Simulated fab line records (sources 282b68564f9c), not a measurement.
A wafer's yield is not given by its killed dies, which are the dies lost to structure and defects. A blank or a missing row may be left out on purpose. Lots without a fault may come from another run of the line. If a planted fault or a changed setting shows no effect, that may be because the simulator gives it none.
A lot that was struck, set against a sound lot -- flow rit-cmos -- 27 steps out of a route of 202
Sound: wafers L880.1, L880.4, L880.6. The struck wafers were L887.1, L887.3, L887.5. The cause comes at the end.
Order at every step that has rows: each side's tool, ch and its chambers, its first start. Under that, the readings that differ: sound wafers -- struck wafers -- difference of the means -- sigmas: that difference in standard deviations of wafers without a fault.
alike: readings with means less than 2 such deviations apart, plus words and numbers identical on both sides. not compared: withheld readings, readings lacking a value on some wafer, bounds such as >300 that could conceal the same value, and numbers that have no deviation in the record and whose values overlap.
Wherever a step has rows on one side only, a row that says differs or no value, or a row with sigmas, the two part there. Non-overlapping numbers with no deviation appear without sigmas and do not part them. A reading that every wafer of one side lacks parts them only if that side has two wafers or more.

first, 4 steps without rows for these wafers: RIT_CONTACT_SOFTBAKE_04 (time 60 s); RIT_CONTACT_EXPOSE_05 (exposes mask M11, target cd 1000 nm); RIT_CONTACT_PEB_06; RIT_CONTACT_DEVELOP_07 (develop time 120 s).
RIT_CONTACT_CD_MEAS_08: the cd target is 1000 nm.
  sound on cd-sem-01 at day 3 15:16; struck on cd-sem-01 at day 4 22:28
reading,sound,struck,difference,sigmas
cd-nm (nm),1000.7 1000.7 1001.5,993.7 996.8 995.8,-5.5,-2
RIT_CONTACT_OVL_MEAS_09:
  sound on overlay-02 at day 3 15:23; struck on overlay-02 at day 4 22:35
  alike: CONTACT_OVL
then, 1 step without rows for these wafers: RIT_CONTACT_HARDBAKE_10 (time 60 s).
RIT_CONTACT_ETCH_11: etches SiO2 in CHF3/CF4/Ar, stops on TiSi2, target depth 480 nm, time 320 s.
  sound on rie-diel-03 ch 0,3, day 3 15:34; struck on rie-diel-03 ch 0,3, day 4 22:47
  alike: cf4-flow-sccm, chamber-pressure-mTorr, drypump-motor-current-A, oes-product-au, throttle-valve-pct
  not compared: rf-hours-counter-h
RIT_CONTACT_STRIP_12: strips in O2, time 180 s.
  sound on plasma-asher-04 ch 0,1, day 3 15:46; struck on plasma-asher-03 ch 0,1, day 4 22:58
  alike: chamber-pressure-mTorr, drypump-motor-current-A
  not compared: rf-hours-counter-h
RIT_CONTACT_CD_MEAS_90: the cd target is 1000 nm.
  sound on cd-sem-01 at day 3 15:56; struck on cd-sem-01 at day 4 23:09
reading,sound,struck,difference,sigmas
cd-nm (nm),1000.8 1001.1 1001.2,993.4 995.9 995.9,-6.0,-2
then, 2 steps without rows for these wafers: RIT_CONTACT_CLEAN_13 (cleans in SC1, time 600 s); RIT_CONTACT_CLEAN_14 (cleans in SC2, time 600 s).
RIT_M1_SPUTTER_00: material Al, target thk 400 nm, time 500 s.
  sound on pvd-sputter-01 at day 3 16:25; struck on pvd-sputter-01 at day 4 23:38
  no value came back on the struck wafers for cathode-dc-power-W (W), chamber-pressure-pa (Pa), throttle-valve-pct (%), time-s (s); on the sound wafers cathode-dc-power-W (W) reads 1999.8 2000.6 2000.0
RIT_M1_RS_MEAS_01: uses a four-point probe to measure.
  sound on film-metro-04 at day 3 16:42; struck on film-metro-04 at day 4 23:56
reading,sound,struck,difference,sigmas
M1_AL_RS (ohm/sq),0.0746 0.0745 0.0747,- - -,no value on the struck wafers,
RIT_M1_THK_MEAS_02: measures by xrf.
  sound on film-metro-04 at day 3 16:49; struck on film-metro-04 at day 5 00:03
reading,sound,struck,difference,sigmas
M1_AL_THK (nm),394 397 395,<0 <0 <0,differs,
then, 6 steps without rows for these wafers: RIT_M1_HMDS_03 (prime time 60 s); RIT_M1_COAT_04 (resist thk 1300 nm); RIT_M1_SOFTBAKE_05 (time 60 s); RIT_M1_EXPOSE_06 (exposes mask M12, target cd 2600 nm); RIT_M1_PEB_07; RIT_M1_DEVELOP_08 (develop time 68 s).
RIT_M1_CD_MEAS_09: the cd target is 2600 nm.
  sound on cd-sem-01 at day 3 17:55; struck on cd-sem-01 at day 5 00:59
reading,sound,struck,difference,sigmas
cd-nm (nm),2599.5 2599.9 2597.1,2602.0 2605.1 2605.5,+5.4,+3
RIT_M1_OVL_MEAS_10:
  sound on overlay-01 at day 3 18:02; struck on overlay-01 at day 5 01:07
  alike: M1_OVL
then, 1 step without rows for these wafers: RIT_M1_HARDBAKE_11 (time 120 s).
RIT_M1_METAL_ETCH_12: etches Al in Cl2/BCl3, stops on SiO2, time 165 s, target depth 600 nm.
  sound on rie-metal-03 ch 0,1, day 3 18:19; struck on rie-metal-01 ch 0, day 5 01:23
reading,sound,struck,difference,sigmas
oes-product-au (a.u.),0.775 0.782 0.766,0.339 0.338 0.334,-0.437,-40
  alike: chamber-pressure-mTorr, drypump-motor-current-A, throttle-valve-pct
  not compared: rf-hours-counter-h
then, 1 step without rows for these wafers: RIT_M1_STRIP_13 (strips in nmp, time 600 s).
RIT_M1_PROBE_99:
  sound on prober-01 at day 3 21:44; struck on prober-02 at day 5 03:40
reading,sound,struck,difference,sigmas
defect-limited-yield (%),98.5 97.0 97.3,0 0 0,-98,-98
killed_at_M0_to_M3,0 0 0,263 263 263,+263,+99 or more
killed-dies,4 8 7,264 264 264,+258,+95
killed-on-rim,1 2 1,70 70 70,+69,+49
sort_bin_3_pad_short (%),0 0 0,26.9 25.0 26.1,+26.0,+99 or more
sort_bin_5_function (%),0.8 1.9 0.8,70.5 71.2 71.6,+69.9,+99 or more
sort_bin_6_memory (%),0.8 1.1 1.9,2.7 3.8 2.3,+1.7,+3
sort-n-pass,260.0 256.0 257.0,0 0 0,-258,-95
sort-yield-pct (%),98.5 97.0 97.3,0 0 0,-98,-98
  alike: killed-at-front-end, killed-open, killed-short

## WHERE THEY PART
At RIT_CONTACT_CD_MEAS_08 first; at RIT_M1_PROBE_99 last (within this record only).

WHY: whatever the simulator had introduced
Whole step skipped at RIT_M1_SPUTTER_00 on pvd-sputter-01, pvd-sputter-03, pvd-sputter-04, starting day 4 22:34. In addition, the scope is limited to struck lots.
